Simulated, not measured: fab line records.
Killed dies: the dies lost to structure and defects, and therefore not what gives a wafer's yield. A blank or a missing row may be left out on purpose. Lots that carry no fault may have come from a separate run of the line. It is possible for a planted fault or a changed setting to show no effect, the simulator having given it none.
A struck lot beside a sound one | flow rit cmos | 44 out of 202 route steps
Sound: the wafers L221.1, L221.3, L221.4. Wafers L229.3, L229.4, L229.5 were the ones struck. The cause comes at the end.
Order at every step that has rows: each side's tool, ch and its chambers, its first start. Under that, the readings that differ: sound wafers | struck wafers | difference of the means | sigmas: that difference in standard deviations of wafers without a fault.
alike: readings whose means differ by less than 2 such deviations, and words and numbers that are the same on both sides. not compared: withheld readings, readings that some wafer has no value for, bounds like >300 that may hide the same value, and numbers for which the record gives no deviation and whose values overlap.
A row with sigmas, a row that says differs or no value, or rows on one side alone: a step with any of these is where the two part. Numbers that don't overlap but have no deviation are shown without sigmas and don't part them. Lack of a reading on every wafer of one side parts them only where that side has two or more wafers.

RIT_NSD_TW_MEAS_10:
  sound on film metro-04, day 3 09:53; struck on film metro-03, day 4 21:49
  alike: NSD_TW
then, 6 steps without rows for these wafers: RIT_PSD_HMDS_00 (prime time 60 s); RIT_PSD_COAT_01 (resist thk 1000 nm); RIT_PSD_SOFTBAKE_02 (time 60 s); RIT_PSD_EXPOSE_03 (exposes mask M10, target cd 40900 nm); RIT_PSD_PEB_04; RIT_PSD_DEVELOP_05 (develop time 50 s).
RIT_PSD_OVL_MEAS_06:
  sound on overlay-01, day 3 10:55; struck on overlay-01, day 4 22:43
  alike: PSD_OVL
then, 2 steps without rows for these wafers: RIT_PSD_HARDBAKE_07 (time 60 s); RIT_PSD_IMPLANT_08.
RIT_PSD_STRIP_09: strips in O2, time 180 s.
  sound on plasma asher-02 ch 0,1, day 3 11:15; struck on plasma asher-04 ch 0,1, day 4 23:05
  alike: chamber pressure mTorr, drypump motor current A, o2 flow sccm
  not compared: rf hours counter h
RIT_PSD_TW_MEAS_10:
  sound on film metro-03, day 3 11:26; struck on film metro-04, day 4 23:14
  alike: PSD_TW
RIT_SDANNEAL_CLEAN_00: cleans in SC1, time 600 s.
  sound on wet bench-02 ch 3, day 3 11:29; struck on wet bench-01 ch 2, day 4 23:16
  reading          | sound       | struck      | difference | sigmas
  run length s (s) | 634 634 634 | 418 418 418 | -216       | -58
then, 3 steps without rows for these wafers: RIT_SDANNEAL_CLEAN_01 (cleans in dHF, time 30 s); RIT_SDANNEAL_CLEAN_02 (cleans in SC2, time 600 s); RIT_SDANNEAL_RTA_03 (time 5 s).
RIT_SDANNEAL_RS_MEAS_04: a four-point-probe measurement.
  sound on film metro-04, day 3 11:56; struck on film metro-04, day 4 23:46
  alike: PSD_RS
RIT_SDANNEAL_RS_MEAS_05: a four-point-probe measurement.
  sound on film metro-04, day 3 12:03; struck on film metro-04, day 4 23:53
  alike: NSD_RS
RIT_SDANNEAL_RS_MEAS_06: a four-point-probe measurement.
  sound on film metro-04, day 3 12:10; struck on film metro-04, day 5 00:01
  alike: PLDD_RS
RIT_SDANNEAL_RS_MEAS_07: a four-point-probe measurement.
  sound on film metro-04, day 3 12:17; struck on film metro-04, day 5 00:08
  reading          | sound             | struck            | difference | sigmas
  NLDD_RS (ohm/sq) | 152.5 152.1 153.0 | 153.8 154.0 154.3 | +1.5       | +3
then, 2 steps without rows for these wafers: RIT_SILICIDE_WET_ETCH_00 (etches SiO2 in BOE, target depth 14 nm, time 15.47 s); RIT_SILICIDE_SPUTTER_01 (material Ti, target thk 30 nm, time 240 s).
RIT_SILICIDE_RS_MEAS_02: a four-point-probe measurement.
  sound on film metro-04, day 3 12:34; struck on film metro-01, day 5 00:25
  reading                 | sound          | struck         | difference | sigmas
  SILICIDE_TI_RS (ohm/sq) | 46.9 47.5 47.2 | 49.0 48.6 48.4 | +1.5       | +2
RIT_SILICIDE_THK_MEAS_03: measures by xrf.
  sound on film metro-04, day 3 12:41; struck on film metro-01, day 5 00:31
  reading              | sound          | struck         | difference | sigmas
  SILICIDE_TI_THK (nm) | 31.0 30.6 30.7 | 29.7 29.8 29.9 | -1.0       | -2
then, 2 steps without rows for these wafers: RIT_SILICIDE_RTA_04 (time 10 s, ramp up 5 s, ramp down 5 s); RIT_SILICIDE_WET_ETCH_05 (etches Ti in SPM, time 120 s).
RIT_SILICIDE_RTA_06: time 10 s, ramp up 5 s, ramp down 10 s.
  sound on rtp anneal-02 ch 0, day 3 12:52; struck on rtp anneal-02 ch 0, day 5 00:41
  alike: wafer_temp_C_max
RIT_CONTACT_CVD_00: deposits SiO2 from TEOS, target thk 400 nm, time 59.75 s.
  sound on pecvd-04 ch 0,1,2, day 3 12:56; struck on pecvd-01 ch 1,2, day 5 00:44
  alike: heater power w, susceptor temp C
RIT_CONTACT_THK_MEAS_01:
  sound on film metro-02, day 3 12:59; struck on film metro-02, day 5 00:48
  alike: CONTACT_TEOS_THK
then, 6 steps without rows for these wafers: RIT_CONTACT_HMDS_02 (prime time 60 s); RIT_CONTACT_COAT_03 (resist thk 1000 nm); RIT_CONTACT_SOFTBAKE_04 (time 60 s); RIT_CONTACT_EXPOSE_05 (exposes mask M11, target cd 1000 nm); RIT_CONTACT_PEB_06; RIT_CONTACT_DEVELOP_07 (develop time 120 s).
RIT_CONTACT_CD_MEAS_08 targets a cd of 1000 nm.
  sound on cd sem-02, day 3 14:01; struck on cd sem-01, day 5 02:11
  alike: cd nm
RIT_CONTACT_OVL_MEAS_09:
  sound on overlay-01, day 3 14:08; struck on overlay-01, day 5 02:16
  alike: CONTACT_OVL
then, 1 step without rows for these wafers: RIT_CONTACT_HARDBAKE_10 (time 60 s).
RIT_CONTACT_ETCH_11: etches SiO2 in CHF3/CF4/Ar, stops on TiSi2, target depth 480 nm, time 320 s.
  sound on rie diel-01 ch 0,2,3, day 3 14:19; struck on rie diel-03 ch 0,2, day 5 02:35
  alike: chamber pressure mTorr, drypump motor current A, oes product au, throttle valve pct
  not compared: rf hours counter h
RIT_CONTACT_STRIP_12: strips in O2, time 180 s.
  sound on plasma asher-03 ch 0,1, day 3 14:31; struck on plasma asher-01 ch 0,1, day 5 02:50
  reading                     | sound       | struck      | difference | sigmas
  drypump motor current A (A) | 5.6 5.7 5.9 | 5.0 4.8 5.0 | -0.8       | -2
  alike: chamber pressure mTorr, o2 flow sccm
  not compared: rf hours counter h
RIT_CONTACT_CD_MEAS_90 targets a cd of 1000 nm.
  sound on cd sem-01, day 3 14:41; struck on cd sem-02, day 5 02:59
  alike: cd nm
then, 1 step without rows for these wafers: RIT_CONTACT_CLEAN_13 (cleans in SC1, time 600 s).
RIT_M1_METAL_ETCH_12: etches Al in Cl2/BCl3, stops on SiO2, time 165 s, target depth 600 nm.
  sound on rie metal-04 ch 0,1, day 3 17:05; struck on rie metal-02 ch 0,1, day 5 05:25
  alike: chamber pressure mTorr, drypump motor current A, he backside leak sccm, oes product au, throttle valve pct
  not compared: rf hours counter h, model.M1.cd nm
RIT_M1_PROBE_99:
  rows exist in the record for the sound wafers here (prober-02, day 3 19:20), none for the struck ones

## WHERE THEY PART
Earliest at RIT_SDANNEAL_CLEAN_00; latest, in this record, at RIT_M1_PROBE_99.

WHY: what had been put in by the simulator
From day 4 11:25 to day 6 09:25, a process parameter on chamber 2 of wet bench-01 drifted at RIT_SDANNEAL_CLEAN_00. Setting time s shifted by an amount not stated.
